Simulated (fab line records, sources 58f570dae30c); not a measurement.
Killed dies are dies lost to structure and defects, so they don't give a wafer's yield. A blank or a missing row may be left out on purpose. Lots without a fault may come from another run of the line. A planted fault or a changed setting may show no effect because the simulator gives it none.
Which tool did it? | flow berkeley_cmos170 | 14 lots, 42 wafers sampled, at 2 steps of a route of 331

WHAT THE GAUGES READ, wafer by wafer
UCB170_ACTIVE_OVL_MEAS_14. Usual: ACTIVE_OVL 3 nm, standard deviation 4.6.
lot  | measured    | on         | ACTIVE_OVL (nm) | flag
L748 | day 4 18:35 | overlay-01 | 12 8 7          |
L751 | day 5 06:01 | overlay-01 | 12 7 6          |
L754 | day 6 04:28 | overlay-01 | -130 -123 -126  | OFF
L753 | day 6 04:43 | overlay-01 | 3 4 0           |
L755 | day 6 08:12 | overlay-02 | -128 -125 -125  | OFF
L756 | day 6 08:32 | overlay-01 | 2 6 6           |
L759 | day 7 01:07 | overlay-01 | -119 -121 -121  | OFF
L761 | day 7 11:19 | overlay-02 | 1 1 -1          |
L760 | day 7 11:24 | overlay-01 | 4 8 4           |
L764 | day 8 03:46 | overlay-02 | 9 12 2          |
L765 | day 8 13:38 | overlay-01 | -3 -1 2         |
L769 | day 8 21:19 | overlay-01 | 4 3 9           |
L768 | day 8 21:35 | overlay-01 | 7 5 3           |
L771 | day 9 16:12 | overlay-02 | 5 3 6           |

WHICH TOOL RAN EACH LOT (tool, then ch and the chambers of the sampled wafers, then the start)
lot  | UCB170_ACTIVE_EXPOSE_10
L748 | krf_scanner-01 ch 0, day 4 17:42
L751 | krf_scanner-01 ch 0, day 5 05:32
L754 | krf_scanner-02 ch 0, day 6 03:57
L753 | krf_scanner-01 ch 0, day 6 04:13
L755 | krf_scanner-02 ch 0, day 6 07:41
L756 | krf_scanner-01 ch 0, day 6 08:02
L759 | krf_scanner-02 ch 0, day 7 00:25
L761 | krf_scanner-01 ch 0, day 7 09:55
L760 | krf_scanner-01 ch 0, day 7 10:01
L764 | krf_scanner-01 ch 0, day 8 02:54
L765 | krf_scanner-01 ch 0, day 8 12:40
L769 | krf_scanner-01 ch 0, day 8 20:20
L768 | krf_scanner-01 ch 0, day 8 20:51
L771 | krf_scanner-01 ch 0, day 9 15:42
- UCB170_ACTIVE_EXPOSE_10: exposes mask ACTIVE, target cd 1200 nm.

WHAT THE TOOLS THEMSELVES READ (means of the sampled wafers that have a number; where no wafer has one, the mark that the record gives instead)
UCB170_ACTIVE_EXPOSE_10. Usual: exposure_dose_mJ_cm2 19.877, standard deviation 0.018; reticle_temp_C 23.03 C, standard deviation 0.11.
lot  | tool           | exposure_dose_mJ_cm2 | reticle_temp_C (C) | flag
L748 | krf_scanner-01 | 19.882               | 22.95              |
L751 | krf_scanner-01 | 19.886               | 22.94              |
L754 | krf_scanner-02 | 19.883               | 23.00              |
L753 | krf_scanner-01 | 19.889               | 22.96              |
L755 | krf_scanner-02 | 19.884               | 22.98              |
L756 | krf_scanner-01 | 19.879               | 23.14              |
L759 | krf_scanner-02 | 19.884               | 23.03              |
L761 | krf_scanner-01 | 19.869               | 23.18              |
L760 | krf_scanner-01 | 19.870               | 23.06              |
L764 | krf_scanner-01 | 19.866               | 23.14              |
L765 | krf_scanner-01 | 19.891               | 23.14              |
L769 | krf_scanner-01 | 19.879               | 22.91              |
L768 | krf_scanner-01 | 19.888               | 23.14              |
L771 | krf_scanner-01 | 19.891               | 23.12              |

THE ANSWER, worked out from the rows above alone
Rule: a lot is off if the mean of its wafers that have a number lies more than 3 standard deviations from the usual mean. A lot without any number at a reading at which 4 lots or more have one is off too. The other lots that the step has rows for count as sound. The gauges are gone through in route order, then the tools' own readings, and for those a lot's mean is taken as printed above. The first step at which some lot is off is used, and at that step the reading that is off furthest; a lot without a number counts as furthest.
Off: L754, L755, L759, at UCB170_ACTIVE_OVL_MEAS_14 (ACTIVE_OVL).
A tool fits if, at a process step before that reading, it ran every lot that is off, and no sound lot after the first of them. The gauges at UCB170_ACTIVE_OVL_MEAS_14 are tried like those tools. One fits: krf_scanner-02 at UCB170_ACTIVE_EXPOSE_10. It ran no sound lot before its first lot that is off in this sample, so the start can't be narrowed down.

WHAT THE SIMULATOR HAD PUT IN
Scanner matching overlay: krf_scanner-02, from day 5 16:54 on, at UCB170_ACTIVE_EXPOSE_10. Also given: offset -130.
Lots struck among those shown: L754, L755, L759. The rule above found the same.
